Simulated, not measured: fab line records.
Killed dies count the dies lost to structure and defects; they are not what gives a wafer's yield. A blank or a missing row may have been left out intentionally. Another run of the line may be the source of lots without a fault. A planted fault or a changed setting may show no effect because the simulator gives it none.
fab line records -- flow rit_cmos
record lots=15, wafers=45, last_day=7
route steps=202 shown M1@190
lots untouched by any fault: they come from a run of this same line in which no faults occurred
start_h: hours from the record's opening day to when the first of the lot's shown wafers began -- wait_h: hours elapsed since this lot's preceding step -- " repeats the value in the row above -- L1.1+2: a row that stands for several wafers -- - no value present, or no start provided -- * or withheld: withheld -- < > ~ a bound
route shown NAME@n: names a module that has steps shown in the file, with the first one's number in the route -- usual: mean/standard deviation of fault-free wafers -- same: alike in all rows -- chamber/n: place in a boat -- sites: the reading at each site -- _std_site: the standard deviation of these -- _edge_site: the outer-site mean with the inner-site mean subtracted -- radius_mm: how far each site lies from the wafer's centre -- mask NAME#n: copy n -- behind: tool/chamber where the wafer was last shaped -- hold: why the lot went on hold/how many hours it stayed there/how the hold came to an end -- device: whichever transistor did not switch (one of n, p or np) -- end of line: at the end of the route, the tests of the same wafers -- a step given without rows: its recipe and nothing more -- killed: the dies lost at the first sort to structure and to defects; this is not the yield of the wafer -- map: a wafer's dies, x killed, . not, _ none there
set.NAME: the setting that was run; set.NAME@STEP: the one run at that earlier step -- model.NAME: the simulator's own value behind a step, which no gauge read
steps of the route over a sample of lots; a table a step, a row a wafer
services: when a tool's chamber went out of use (start_h, in hours from the record's first day, below 0 if earlier), for how many hours, and the reason
## steps
# step RIT_M1_EXPOSE_06
# recipe mask_id=M12, na=0.6, source_shape=conventional, sigma_outer=0.5, target_cd_nm=2600, dose_mj=250
# usual exposure_dose_mJ_cm2=249.97/0.25
lot.wafer,tool,chamber,start_h,wait_h,mask,exposure_dose_mJ_cm2
L374.1,iline_stepper-01,0,60.81,0.3,M12#0,250.02
L374.4,iline_stepper-01,0,60.81,0.3,M12#0,250.06
L374.5,iline_stepper-01,0,60.81,0.3,M12#0,250.18
L375.1,iline_stepper-02,0,63.50,0.2,M12#0,250.19
L375.2,iline_stepper-02,0,63.50,0.2,M12#0,249.50
L375.5,iline_stepper-02,0,63.50,0.2,M12#0,250.08
L376.2,iline_stepper-02,0,66.52,0.1,M12#0,250.07
L376.3,iline_stepper-02,0,66.52,0.1,M12#0,249.91
L376.6,iline_stepper-02,0,66.52,0.1,M12#0,249.96
L377.1,iline_stepper-02,0,74.37,0.1,M12#0,250.22
L377.5,iline_stepper-02,0,74.37,0.1,M12#0,250.19
L377.6,iline_stepper-02,0,74.37,0.1,M12#0,249.82
L378.2,iline_stepper-01,0,76.74,0.2,M12#0,250.31
L378.4,iline_stepper-01,0,76.74,0.2,M12#0,249.98
L378.6,iline_stepper-01,0,76.74,0.2,M12#0,249.95
L379.2,iline_stepper-02,0,83.28,0.3,M12#0,249.61
L379.3,iline_stepper-02,0,83.28,0.3,M12#0,249.48
L379.5,iline_stepper-02,0,83.28,0.3,M12#0,249.35
L380.2,iline_stepper-02,0,86.40,0.1,M12#0,250.23
L380.3,iline_stepper-02,0,86.40,0.1,M12#0,249.85
L380.6,iline_stepper-02,0,86.40,0.1,M12#0,250.03
L382.1,iline_stepper-02,0,101.58,0.2,M12#0,249.88
L382.2,iline_stepper-02,0,101.58,0.2,M12#0,250.04
L382.3,iline_stepper-02,0,101.58,0.2,M12#0,249.83
L386.4,iline_stepper-02,0,122.18,0.2,M12#0,250.01
L386.5,iline_stepper-02,0,122.18,0.2,M12#0,250.20
L386.6,iline_stepper-02,0,122.18,0.2,M12#0,249.95
L388.2,iline_stepper-02,0,131.34,0.2,M12#0,250.50
L388.3,iline_stepper-02,0,131.34,0.2,M12#0,250.30
L388.5,iline_stepper-02,0,131.34,0.2,M12#0,250.18
L389.3,iline_stepper-02,0,134.50,0.1,M12#0,249.97
L389.4,iline_stepper-02,0,134.50,0.1,M12#0,249.59
L389.5,iline_stepper-02,0,134.50,0.1,M12#0,249.90
L390.2,iline_stepper-01,0,140.08,0.2,M12#0,250.01
L390.3,iline_stepper-01,0,140.08,0.2,M12#0,250.11
L390.6,iline_stepper-01,0,140.08,0.2,M12#0,250.15
L391.2,iline_stepper-01,0,145.26,0.1,M12#0,250.35
L391.5,iline_stepper-01,0,145.26,0.1,M12#0,250.13
L391.6,iline_stepper-01,0,145.26,0.1,M12#0,250.37
L392.1,iline_stepper-01,0,149.22,0.1,M12#0,249.94
L392.3,iline_stepper-01,0,149.22,0.1,M12#0,250.16
L392.4,iline_stepper-01,0,149.22,0.1,M12#0,249.86
L393.2,iline_stepper-01,0,155.03,0.1,M12#0,249.94
L393.3,iline_stepper-01,0,155.03,0.1,M12#0,249.95
L393.4,iline_stepper-01,0,155.03,0.1,M12#0,249.80
# step RIT_M1_OVL_MEAS_10
# usual M1_OVL=-1.5/1.5
lot.wafer,tool,chamber,start_h,wait_h,M1_OVL[nm]
L374.1,overlay-02,-,61.36,0.1,-3.9
L374.4,overlay-02,-,61.36,0.1,-2.5
L374.5,overlay-02,-,61.36,0.1,-3.3
L375.1,overlay-02,-,64.05,0.1,-2.0
L375.2,overlay-02,-,64.05,0.1,-3.0
L375.5,overlay-02,-,64.05,0.1,-0.7
L376.2,overlay-02,-,67.05,0.1,1.1
L376.3,overlay-02,-,67.05,0.1,2.2
L376.6,overlay-02,-,67.05,0.1,0.1
L377.1,overlay-01,-,74.92,0.1,-0.5
L377.5,overlay-01,-,74.92,0.1,-0.7
L377.6,overlay-01,-,74.92,0.1,-2.1
L378.2,overlay-01,-,77.28,0.1,-4.7
L378.4,overlay-01,-,77.28,0.1,-4.8
L378.6,overlay-01,-,77.28,0.1,-3.0
L379.2,overlay-01,-,83.86,0.1,-2.0
L379.3,overlay-01,-,83.86,0.1,-2.0
L379.5,overlay-01,-,83.86,0.1,-1.3
L380.2,overlay-01,-,86.94,0.1,-3.1
L380.3,overlay-01,-,86.94,0.1,-2.5
L380.6,overlay-01,-,86.94,0.1,-1.3
L382.1,overlay-02,-,102.13,0.1,5.3
L382.2,overlay-02,-,102.13,0.1,3.2
L382.3,overlay-02,-,102.13,0.1,2.9
L386.4,overlay-01,-,122.69,0.1,3.5
L386.5,overlay-01,-,122.69,0.1,4.1
L386.6,overlay-01,-,122.69,0.1,4.5
L388.2,overlay-02,-,131.88,0.1,5.6
L388.3,overlay-02,-,131.88,0.1,4.3
L388.5,overlay-02,-,131.88,0.1,4.5
L389.3,overlay-02,-,135.02,0.1,4.4
L389.4,overlay-02,-,135.02,0.1,5.1
L389.5,overlay-02,-,135.02,0.1,4.5
L390.2,overlay-01,-,140.62,0.1,-1.4
L390.3,overlay-01,-,140.62,0.1,-2.0
L390.6,overlay-01,-,140.62,0.1,-2.6
L391.2,overlay-01,-,145.79,0.1,-3.3
L391.5,overlay-01,-,145.79,0.1,-3.4
L391.6,overlay-01,-,145.79,0.1,-2.9
L392.1,overlay-02,-,149.77,0.1,0.5
L392.3,overlay-02,-,149.77,0.1,0.5
L392.4,overlay-02,-,149.77,0.1,-0.6
L393.2,overlay-01,-,155.57,0.1,-1.2
L393.3,overlay-01,-,155.57,0.1,-2.1
L393.4,overlay-01,-,155.57,0.1,-0.2
# step RIT_M1_PROBE_99
# usual defect_limited_yield=97.5/1, killed_at_contacts=0.1/0.23, killed_at_front_end=6.7/2.7, killed_dies=6.7/2.7, killed_open=3.2/1.8, killed_short=3.5/1.9, sort_bin_3_pad_short=0.1/0.24, sort_bin_5_function=1.4/0.8, sort_bin_6_memory=1.0/0.58, sort_n_pass=257.3/2.7, sort_yield_pct=97.5/1
# same gross_dies=264, killed_at_M0_to_M3=0, killed_at_M4_up=0, killed_at_back_side=0, killed_at_other=0
lot.wafer,tool,chamber,start_h,wait_h,defect_limited_yield[%],killed_at_contacts,killed_at_front_end,killed_dies,killed_open,killed_short,sort_bin_3_pad_short[%],sort_bin_5_function[%],sort_bin_6_memory[%],sort_n_pass,sort_yield_pct[%]
L375.1,prober-02,-,66.59,0.1,95.8,0,11,11,7,4,0,2.7,1.5,253.0,95.8
L375.2,prober-02,-,66.64,0.1,99.2,1,1,2,2,0,0,0,0.8,262.0,99.2
L375.5,prober-02,-,66.79,0.2,96.6,0,9,9,5,4,0,1.5,1.9,255.0,96.6
L377.1,prober-02,-,77.46,0.1,96.2,0,10,10,6,4,0,2.7,1.1,254.0,96.2
L377.5,prober-02,-,77.66,0.2,97.3,0,7,7,3,4,0,1.5,1.1,257.0,97.3
L377.6,prober-02,-,77.71,0.2,98.5,0,4,4,2,2,0,1.1,0.4,260.0,98.5
L379.2,prober-02,-,86.44,0.1,96.6,0,9,9,5,4,0.4,2.3,0.8,255.0,96.6
L379.3,prober-02,-,86.49,0.2,98.9,0,3,3,2,1,0,0.8,0.4,261.0,98.9
L379.5,prober-02,-,86.59,0.2,97.7,0,6,6,2,4,0,1.1,1.1,258.0,97.7
L380.2,prober-01,-,89.52,0.1,97.7,0,6,6,3,3,0,1.1,1.1,258.0,97.7
L380.3,prober-01,-,89.57,0.2,97.3,0,7,7,5,2,0,0.8,1.9,257.0,97.3
L380.6,prober-01,-,89.72,0.2,95.8,0,11,11,4,7,0,2.3,1.9,253.0,95.8
L382.1,prober-01,-,104.67,0.1,97.3,0,7,7,3,4,0,1.5,1.1,257.0,97.3
L382.2,prober-01,-,104.72,0.1,97.3,0,7,7,1,6,0,2.3,0.4,257.0,97.3
L382.3,prober-01,-,104.77,0.2,98.1,0,5,5,4,1,0,1.5,0.4,259.0,98.1
L386.4,prober-02,-,125.40,0.2,99.2,0,2,2,0,2,0,0,0.8,262.0,99.2
L386.5,prober-02,-,125.45,0.2,98.5,0,4,4,0,4,0.4,0.4,0.8,260.0,98.5
L386.6,prober-02,-,125.50,0.2,99.2,0,2,2,1,1,0,0.8,0,262.0,99.2
L393.2,prober-01,-,158.15,0.1,97.7,0,6,6,1,5,0,1.1,1.1,258.0,97.7
L393.3,prober-01,-,158.20,0.2,98.5,1,3,4,1,3,0,0.4,1.1,260.0,98.5
L393.4,prober-01,-,158.25,0.2,97.7,0,6,6,3,3,0,0.8,1.5,258.0,97.7
# killed by level:class
L375.1 SILICIDE:geometric_particle:open=4 FOX1:geometric_particle:short=3 FOX1:geometric_particle:open=1 GATE:geometric_particle:open=1 SPACER:geometric_particle:short=1 SPACER:geometric_particle:open=1
L375.2 SILICIDE:geometric_particle:open=1 CONTACT:geometric_particle:open=1
L375.5 GATE:geometric_particle:open=4 GATE:geometric_particle:short=2 FOX1:geometric_particle:short=1 FOX2:geometric_particle:short=1 SILICIDE:geometric_particle:open=1
L377.1 FOX1:geometric_particle:short=2 GATE:geometric_particle:open=2 GATE:geometric_particle:short=2 FOX2:geometric_particle:open=1 REOX:geometric_particle:open=1 SPACER:geometric_particle:open=1 SILICIDE:geometric_particle:open=1
L377.5 SPACER:geometric_particle:short=3 FOX1:geometric_particle:open=1 FOX1:geometric_particle:short=1 GATE:geometric_particle:open=1 REOX:geometric_particle:open=1
L377.6 REOX:geometric_particle:open=2 FOX2:geometric_particle:short=1 GATE:geometric_particle:short=1
L379.2 FOX1:geometric_particle:short=3 FOX1:geometric_particle:open=2 GATE:geometric_particle:open=2 ACTIVE:geometric_particle:short=1 SPACER:geometric_particle:open=1
L379.3 GATE:geometric_particle:open=1 SPACER:geometric_particle:open=1 SPACER:geometric_particle:short=1
L379.5 SPACER:geometric_particle:short=2 FOX1:geometric_particle:short=1 GATE:geometric_particle:short=1 SPACER:geometric_particle:open=1 SILICIDE:geometric_particle:open=1
L380.2 GATE:geometric_particle:open=2 REOX:geometric_particle:short=2 FOX1:geometric_particle:short=1 SPACER:geometric_particle:open=1
L380.3 FOX1:geometric_particle:open=2 GATE:geometric_particle:open=2 GATE:geometric_particle:short=2 SILICIDE:geometric_particle:open=1
L380.6 FOX2:geometric_particle:short=3 GATE:geometric_particle:short=2 SILICIDE:geometric_particle:open=2 FOX1:geometric_particle:short=1 FOX2:geometric_particle:open=1 GATE:geometric_particle:open=1 REOX:geometric_particle:short=1
L382.1 FOX1:geometric_particle:short=1 GATE:geometric_particle:short=1 GATE:geometric_particle:open=1 REOX:geometric_particle:open=1 SPACER:geometric_particle:short=1 SILICIDE:geometric_particle:short=1 SILICIDE:geometric_particle:open=1
L382.2 FOX1:geometric_particle:short=2 SILICIDE:geometric_particle:short=2 GATE:geometric_particle:short=1 REOX:geometric_particle:short=1 SILICIDE:geometric_particle:open=1
L382.3 SPACER:geometric_particle:open=2 FOX1:geometric_particle:open=1 GATE:geometric_particle:short=1 SILICIDE:geometric_particle:open=1
L386.4 GATE:geometric_particle:short=2
L386.5 GATE:geometric_particle:short=3 FOX1:geometric_particle:short=1
L386.6 GATE:geometric_particle:short=1 GATE:geometric_particle:open=1
L393.2 GATE:geometric_particle:short=2 REOX:geometric_particle:short=2 FOX1:geometric_particle:short=1 GATE:geometric_particle:open=1
L393.3 SPACER:geometric_particle:short=2 SPACER:geometric_particle:open=1 CONTACT:geometric_particle:short=1
L393.4 GATE:geometric_particle:open=2 FOX1:geometric_particle:short=1 REOX:geometric_particle:open=1 REOX:geometric_particle:short=1 SILICIDE:geometric_particle:short=1
## services
tool,chamber,start_h,hours,kind
iline_stepper-01,-,107.45,1.7,pm
## key
first_sign step=RIT_M1_OVL_MEAS_10, reading=M1_OVL, direction=up, sigmas=3.9, usual=-1.5, struck=4.3
effect none on later readings
met_at RIT_M1_EXPOSE_06
struck_lots L382,L386,L388,L389
onset_between 86.40 101.58
fault kind=scanner_matching_overlay, tool=iline_stepper-02, chamber=-, onset_h=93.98, steps=RIT_M1_EXPOSE_06, offset=4.7823
